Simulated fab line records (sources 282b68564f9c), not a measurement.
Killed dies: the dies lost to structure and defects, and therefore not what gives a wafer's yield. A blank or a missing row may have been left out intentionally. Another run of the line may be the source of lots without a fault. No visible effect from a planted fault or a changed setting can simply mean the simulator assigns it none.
The tool behind it: which one?    flow rit cmos    16 lots, 48 wafers sampled, at 2 steps of a route of 202

## WHAT THE GAUGES SHOWED, per wafer
RIT_NLDD_OVL_MEAS_06.
lot   measured     on          NLDD_OVL (nm)
L431  day 3 02:36  overlay-02  -0.2 -0.8 -1.9
L433  day 3 13:12  overlay-02  0.2 -2.2 -0.6
L434  day 3 19:19  overlay-02  -0.6 -2.2 0.2
L435  day 3 23:01  overlay-02  0.2 1.4 -0.6
L436  day 4 06:04  overlay-02  -1.8 -1.1 -0.5
L439  day 4 20:16  overlay-01  2.7 -0.2 0.2
L441  day 5 03:48  overlay-02  -1.8 -1.7 -1.0
L442  day 5 07:37  overlay-02  -0.2 -0.3 -2.0
L443  day 5 12:01  overlay-01  -1.4 -0.2 -2.0
L444  day 5 20:14  overlay-02  -150.2 -151.3 -149.0 -151.7 -152.8 -150.6
L445  day 5 23:25  overlay-01  -2.1 -2.6 -1.4
L446  day 6 05:47  overlay-01  -150.1 -150.1 -151.1 -151.6 -151.5 -152.5
L447  day 6 08:14  overlay-02  -149.3 -151.4 -151.8 -152.0 -153.1 -154.2
L448  day 6 15:46  overlay-02  -152.0 -150.6 -149.5 -154.0 -152.1 -151.4
L449  day 6 20:42  overlay-01  -1.3 -1.0 0.0
L453  day 7 15:05  overlay-02  -2.3 -3.2 -2.2

## TOOL THAT RAN EACH LOT (tool first, then ch and the chambers of the sampled wafers, then the start)
lot   RIT_NLDD_EXPOSE_03
L431  iline stepper-02 ch 0, day 3 02:12
L433  iline stepper-02 ch 0, day 3 12:48
L434  iline stepper-02 ch 0, day 3 18:55
L435  iline stepper-02 ch 0, day 3 22:37
L436  iline stepper-02 ch 0, day 4 05:40
L439  iline stepper-01 ch 0, day 4 19:53
L441  iline stepper-01 ch 0, day 5 03:24
L442  iline stepper-01 ch 0, day 5 07:04
L443  iline stepper-02 ch 0, day 5 11:37
L444  iline stepper-01 ch 0, day 5 19:52
L445  iline stepper-02 ch 0, day 5 23:03
L446  iline stepper-01 ch 0, day 6 05:25
L447  iline stepper-01 ch 0, day 6 07:50
L448  iline stepper-01 ch 0, day 6 15:22
L449  iline stepper-02 ch 0, day 6 20:18
L453  iline stepper-02 ch 0, day 7 14:37
- RIT_NLDD_EXPOSE_03: exposes mask M7, target cd 40700 nm.

## AS READ BY THE TOOLS THEMSELVES (means over the sampled wafers that have a number; for cases with no such wafer, the mark the record gives instead)
RIT_NLDD_EXPOSE_03.
lot   tool              exposure dose mJ cm2
L431  iline stepper-02  249.86
L433  iline stepper-02  250.18
L434  iline stepper-02  250.33
L435  iline stepper-02  250.09
L436  iline stepper-02  250.10
L439  iline stepper-01  249.88
L441  iline stepper-01  249.72
L442  iline stepper-01  249.94
L443  iline stepper-02  250.13
L444  iline stepper-01  250.24
L445  iline stepper-02  250.02
L446  iline stepper-01  250.11
L447  iline stepper-01  250.07
L448  iline stepper-01  249.74
L449  iline stepper-02  250.03
L453  iline stepper-02  249.93

## THE ANSWER, worked out from the rows above alone
Rule: usual is defined by the lots themselves. The widest of any qualifying gaps counts: lots, ordered by their means at a reading, are off when they make up no more than a third of the lots, leave a main group of 4 or more, and stand apart from it by 3 or more times the standard deviation of that group's means. If all means in a main group match to the digits the tables above print for the reading, that group is not used. A lot without any number at a reading at which 4 lots or more have one is off too. The other lots that the step has rows for count as sound. The gauges are gone through in route order, then the tools' own readings, and for those a lot's mean is taken as printed above. At the first step where some lot is off, the reading lying furthest off is the one used; lots without a number count as furthest.
Off: L444, L446, L447, L448, seen at RIT_NLDD_OVL_MEAS_06 (NLDD_OVL). The main group: mean -1.0 nm, standard deviation 0.88.
A tool fits if, at a process step before that reading, it ran every lot that is off, and no sound lot after the first of them. Those tools and the gauges at RIT_NLDD_OVL_MEAS_06 are tried in the same way. One fits: RIT_NLDD_EXPOSE_03 on iline stepper-01. A fault onset in the window from L442 (day 5 07:04, its last sound lot) to L444 (day 5 19:52, its first lot off) fits.

## WHAT THE SIMULATOR HAD PUT IN
Scanner matching overlay: iline stepper-01, from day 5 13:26 on, at RIT_NLDD_EXPOSE_03. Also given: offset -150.
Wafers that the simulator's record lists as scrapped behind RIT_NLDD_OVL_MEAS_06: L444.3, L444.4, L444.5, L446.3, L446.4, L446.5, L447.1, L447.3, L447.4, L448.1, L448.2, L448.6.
Lots struck among those shown: L444, L446, L447, L448. The same result came from the rule above.
